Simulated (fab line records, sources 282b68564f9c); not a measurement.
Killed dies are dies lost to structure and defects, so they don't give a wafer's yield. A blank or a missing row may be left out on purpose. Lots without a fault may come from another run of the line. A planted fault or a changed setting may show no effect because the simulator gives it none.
fab line records | flow rit_cmos
record lots=6 wafers=18 last_day=7
route steps=202 shown ACTIVE@1 M1@202
lots that met no fault: from a run of the same line without faults
start_h: hours from the record's first day to the start of the lot's first wafer shown | wait_h: hours since the lot's step before | " the same as in the row above | L1.1+2: a row that stands for several wafers | - no value, or no start given | * or withheld: withheld | < > ~ a bound
route shown NAME@n: a module of which the file shows steps, and the number in the route of the first | usual: mean/standard deviation of fault-free wafers | same: alike in all rows | chamber/n: place in a boat | sites: the reading at each site | _std_site: their standard deviation | _edge_site: outer sites' mean less inner sites' | radius_mm: how far each site lies from the wafer's centre | mask NAME#n: copy n | behind: the tool/chamber that last shaped the wafer | hold: why the lot was held/for how many hours/how that ended | device: the transistor (n, p or np) that didn't switch | end of line: the same wafers' tests at the end of the route | a step without rows: its recipe alone | killed: dies lost to structure and defects at the first sort, not the wafer's yield | map: a wafer's dies, x killed, . not, _ none there
set.NAME: the setting as run; set.NAME@STEP: as run at that earlier step | model.NAME: the simulator's own value behind a step, which no gauge read
lots at some steps of the route; a table a step, a row a wafer
services: from which hour (start_h, from the record's first day; less than 0 if before it) a tool's chamber was out of use, for how many hours, and why
## steps
# step RIT_ACTIVE_BOW_MEAS_00
# recipe mode=bow
# usual INCOMING_BOW=0/6.8
# columns lot.wafer tool chamber start_h wait_h INCOMING_BOW[um]
L344.4 film_metro-02 - 20.06 - 5
L344.5 " - " " -7
L344.6 " - " " 4
L349.2 film_metro-02 - 45.02 - -6
L349.5 " - " " 2
L349.6 " - " " -7
L355.1 film_metro-02 - 75.00 - -3
L355.4 " - " " 6
L355.6 " - " " -4
L356.4 film_metro-02 - 80.06 - 6
L356.5 " - " " 3
L356.6 " - " " -8
L357.2 film_metro-03 - 85.02 - -2
L357.3 " - " " -15
L357.4 " - " " 10
L362.1 film_metro-03 - 110.00 - -7
L362.3 " - " " -2
L362.5 " - " " 9
# step RIT_ACTIVE_OXIDATION_01
# recipe temp_c=1005 ambient=O2 target_thk_a=468 ox_time_s=3360
# step RIT_ACTIVE_THK_MEAS_02
# recipe reads=SiO2_of_ACTIVE_OXIDATION_01
# usual ACTIVE_OXIDE_THK=48.7/0.99
# columns lot.wafer tool chamber start_h wait_h ACTIVE_OXIDE_THK[nm]
L344.4 film_metro-04 - 23.06 0.0 46.4
L344.5 " - " " 46.3
L344.6 " - " " 47.6
L349.2 film_metro-04 - 47.30 0.0 49.7
L349.5 " - " " 49.9
L349.6 " - " " 49.8
L355.1 film_metro-02 - 78.82 0.0 47.6
L355.4 " - " " 47.5
L355.6 " - " " 48.4
L356.4 film_metro-03 - 82.08 0.0 47.8
L356.5 " - " " 48.9
L356.6 " - " " 48.1
L357.2 film_metro-04 - 88.40 0.0 48.5
L357.3 " - " " 49.1
L357.4 " - " " 48.7
L362.1 film_metro-03 - 113.73 0.0 49.4
L362.3 " - " " 49.9
L362.5 " - " " 50.1
# step RIT_ACTIVE_CVD_03
# recipe material=Si3N4 target_thk_nm=150 temp_c=810 precursor=SiH2Cl2/NH3 time_s=1500 pressure_mtorr=300 sih2cl2_flow_sccm=60 nh3_flow_sccm=150
# step RIT_ACTIVE_THK_MEAS_04
# recipe reads=Si3N4_of_ACTIVE_CVD_03
# usual ACTIVE_NITRIDE_THK=150.2/1.3
# columns lot.wafer tool chamber start_h wait_h ACTIVE_NITRIDE_THK[nm]
L344.4 film_metro-04 - 24.53 0.0 149.9
L344.5 " - " " 149.4
L344.6 " - " " 149.3
L349.2 film_metro-03 - 49.36 0.0 149.7
L349.5 " - " " 148.8
L349.6 " - " " 147.7
L355.1 film_metro-03 - 80.30 0.0 152.1
L355.4 " - " " 152.7
L355.6 " - " " 153.5
L356.4 film_metro-04 - 83.56 0.0 149.7
L356.5 " - " " 151.0
L356.6 " - " " 151.8
L357.2 film_metro-02 - 89.88 0.0 150.1
L357.3 " - " " 150.9
L357.4 " - " " 149.9
L362.1 film_metro-02 - 115.21 0.0 149.7
L362.3 " - " " 148.7
L362.5 " - " " 148.2
# step RIT_ACTIVE_HMDS_05
# recipe prime_time_s=60 prime_temp_c=140
# step RIT_ACTIVE_COAT_06
# recipe resist=NOVOLAK spin_rpm=3250 resist_thk_nm=1000
# step RIT_ACTIVE_SOFTBAKE_07
# recipe resist=NOVOLAK temp_c=90 time_s=60
# step RIT_ACTIVE_EXPOSE_08
# recipe mask_id=M1 na=0.6 source_shape=conventional sigma_outer=0.6 target_cd_nm=1400 dose_mj=225
# step RIT_ACTIVE_PEB_09
# recipe resist=NOVOLAK temp_c=withheld time_s=withheld
# step RIT_ACTIVE_DEVELOP_10
# recipe resist=NOVOLAK develop_time_s=50 dev_temp_c=23
# step RIT_ACTIVE_CD_MEAS_11
# recipe target_cd_nm=1400
# usual cd_nm=1399.9/2.3
# columns lot.wafer tool chamber start_h wait_h cd_nm
L344.4 cd_sem-02 - 25.47 - 1403.7
L344.5 " - " " 1400.1
L344.6 " - " " 1401.2
L349.2 cd_sem-01 - 50.29 - 1398.9
L349.5 " - " " 1401.0
L349.6 " - " " 1396.0
L355.1 cd_sem-01 - 81.21 - 1396.6
L355.4 " - " " 1395.9
L355.6 " - " " 1397.2
L356.4 cd_sem-01 - 84.50 - 1401.3
L356.5 " - " " 1399.2
L356.6 " - " " 1398.4
L357.2 cd_sem-02 - 90.92 - 1399.4
L357.3 " - " " 1400.0
L357.4 " - " " 1399.4
L362.1 cd_sem-02 - 116.12 - 1397.8
L362.3 " - " " 1397.6
L362.5 " - " " 1398.1
# step RIT_ACTIVE_HARDBAKE_12
# recipe resist=NOVOLAK temp_c=140 time_s=60
# usual heater_power_total_W=62.56/0.042 plate_temp_C=139.99/0.15
# columns lot.wafer tool chamber start_h wait_h heater_power_total_W plate_temp_C
L344.4 litho_track-02 0 25.61 0.1 62.57 140.04
L344.5 " 0 " " 62.62 139.98
L344.6 " 0 " " 62.58 139.96
L349.2 litho_track-04 0 50.42 0.1 62.52 139.94
L349.5 " 0 " " 62.58 140.16
L349.6 " 0 " " 62.51 140.16
L355.1 litho_track-02 0 81.40 0.2 64.02 142.39
L355.4 " 0 " " 63.92 142.27
L355.6 " 0 " " 64.02 142.46
L356.4 litho_track-02 0 84.63 0.1 63.99 142.61
L356.5 " 0 " " 63.99 142.67
L356.6 " 0 " " 64.00 142.50
L357.2 litho_track-04 0 91.05 0.1 62.56 140.00
L357.3 " 0 " " 62.54 140.15
L357.4 " 0 " " 62.58 140.03
L362.1 litho_track-04 0 116.24 0.1 62.54 139.98
L362.3 " 0 " " 62.55 140.01
L362.5 " 0 " " 62.65 139.94
# step RIT_ACTIVE_ETCH_13
# recipe stop_on=SiO2 chemistry=SF6 target=Si3N4 time_s=201.2 over_etch_frac=0.4 SF6_flow_sccm=200 pressure_mtorr=260 rf_w=125 target_depth_a=2100
# usual drypump_motor_current_A=5.9/0.49 oes_product_au=0.838/0.011 throttle_valve_pct=7.49/0.082
# columns lot.wafer tool chamber start_h wait_h drypump_motor_current_A oes_product_au rf_hours_counter_h throttle_valve_pct
L344.4 rie_diel-01 0 25.68 0.1 5.1 0.853 21 7.40
L344.5 " 2 " " 5.4 0.841 - 7.46
L344.6 " 3 " " 6.0 0.834 - 7.54
L349.2 rie_diel-03 0 50.54 0.1 6.0 0.811 68 7.57
L349.5 " 2 " " 5.3 0.838 - 7.50
L349.6 " 3 " " 6.4 0.815 - 7.52
L355.1 rie_diel-03 0 81.55 0.1 6.0 0.825 68 7.58
L355.4 " 3 " " 6.3 0.831 19 7.52
L355.6 " 2 " " 5.3 0.855 - 7.49
L356.4 rie_diel-01 2 84.71 0.1 5.3 0.848 2 7.48
L356.5 " 2 " " 5.3 0.854 - 7.48
L356.6 " 1 " " 6.2 0.841 - 7.40
L357.2 rie_diel-04 3 91.17 0.1 5.7 0.847 35 7.54
L357.3 " 2 " " 6.2 0.845 4 7.48
L357.4 " 0 " " 5.6 0.849 51 7.37
L362.1 rie_diel-04 1 116.39 0.1 6.4 0.842 152 7.36
L362.3 " 0 " " 5.6 0.831 51 7.39
L362.5 " 3 " " 5.7 0.835 - 7.54
# step RIT_M1_PROBE_99
# usual killed_at_front_end=7/3.3 killed_dies=7/3.3 killed_open=3.3/1.9 killed_short=3.6/2.1
# same gross_dies=264 killed_at_M0_to_M3=0 killed_at_M4_up=0 killed_at_back_side=0 killed_at_contacts=0 killed_at_other=0
# columns lot.wafer tool chamber start_h wait_h killed_at_front_end killed_dies killed_open killed_short
L344.4 prober-01 - 69.76 0.2 2 2 1 1
L344.5 prober-01 - 69.81 0.2 5 5 4 1
L344.6 prober-01 - 69.86 0.2 4 4 1 3
L349.2 prober-02 - 95.00 0.1 11 11 5 6
L349.5 prober-02 - 95.15 0.2 7 7 2 5
L349.6 prober-02 - 95.20 0.2 5 5 3 2
L357.2 prober-02 - 139.06 0.1 6 6 3 3
L357.3 prober-02 - 139.11 0.2 2 2 1 1
L357.4 prober-02 - 139.16 0.2 6 6 3 3
# killed by level:class
L344.4 SPACER:geometric_particle:open=1 SILICIDE:geometric_particle:short=1
L344.5 FOX1:geometric_particle:open=2 FOX2:geometric_particle:short=1 GATE:geometric_particle:open=1 REOX:geometric_particle:open=1
L344.6 FOX1:geometric_particle:short=1 FOX1:geometric_particle:open=1 REOX:geometric_particle:short=1 SPACER:geometric_particle:short=1
L349.2 GATE:geometric_particle:short=4 GATE:geometric_particle:open=3 FOX2:geometric_particle:open=1 SPACER:geometric_particle:short=1 SILICIDE:geometric_particle:short=1 SILICIDE:geometric_particle:open=1
L349.5 GATE:geometric_particle:short=3 GATE:geometric_particle:open=2 FOX2:geometric_particle:short=1 SILICIDE:geometric_particle:short=1
L349.6 GATE:geometric_particle:short=2 FOX1:geometric_particle:open=1 FOX2:geometric_particle:open=1 SILICIDE:geometric_particle:open=1
L357.2 GATE:geometric_particle:open=3 FOX1:geometric_particle:short=1 GATE:geometric_particle:short=1 REOX:geometric_particle:short=1
L357.3 GATE:geometric_particle:open=1 GATE:geometric_particle:short=1
L357.4 GATE:geometric_particle:short=2 FOX1:geometric_particle:open=1 GATE:geometric_particle:open=1 REOX:geometric_particle:open=1 SPACER:geometric_particle:short=1
## services
# columns tool chamber start_h hours kind
rie_diel-03 2 13.62 4.4 repair
rie_diel-04 - 21.50 0.3 repair
rie_diel-01 0 43.39 5.3 repair
rie_diel-01 1 43.80 5.5 repair
rie_diel-01 3 47.80 8.6 repair
rie_diel-04 2 54.72 5.8 repair
rie_diel-03 1 68.17 6.2 repair
rie_diel-01 1 68.45 7.7 repair
rie_diel-03 0 68.49 5.7 repair
rie_diel-03 - 85.58 0.6 repair
rie_diel-03 2 96.21 16.5 repair
rie_diel-01 2 102.47 12.0 repair
rie_diel-03 1 112.70 - clean
rie_diel-03 1 112.70 15.8 scheduled_down
rie_diel-03 1 112.70 15.8 vent_cycle
## key
first_sign step=RIT_ACTIVE_HARDBAKE_12 reading=heater_power_total_W direction=up sigmas=34 usual=62.56 struck=63.99
effect step=RIT_ACTIVE_HARDBAKE_12 reading=plate_temp_C direction=up sigmas=16 usual=* struck=*
met_at RIT_ACTIVE_HARDBAKE_12
struck_wafers L355.1,L355.4,L355.6,L356.4,L356.5,L356.6
tester_left_out L355,L356
onset_between 25.61 81.40
fault kind=process_parameter_drift tool=litho_track-02 chamber=- onset_h=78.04 steps=RIT_ACTIVE_HARDBAKE_12 channel=temp_c offset=* shape=step end_h=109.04 acts_in=* stated=*
# tester_left_out: of these lots the tester's yield and bins aren't shown, on N5 and GAA mostly nor the transistor test; their killed dies are dies lost to structure and defects alone, not to doping, threshold or leakage, so they don't give the yield
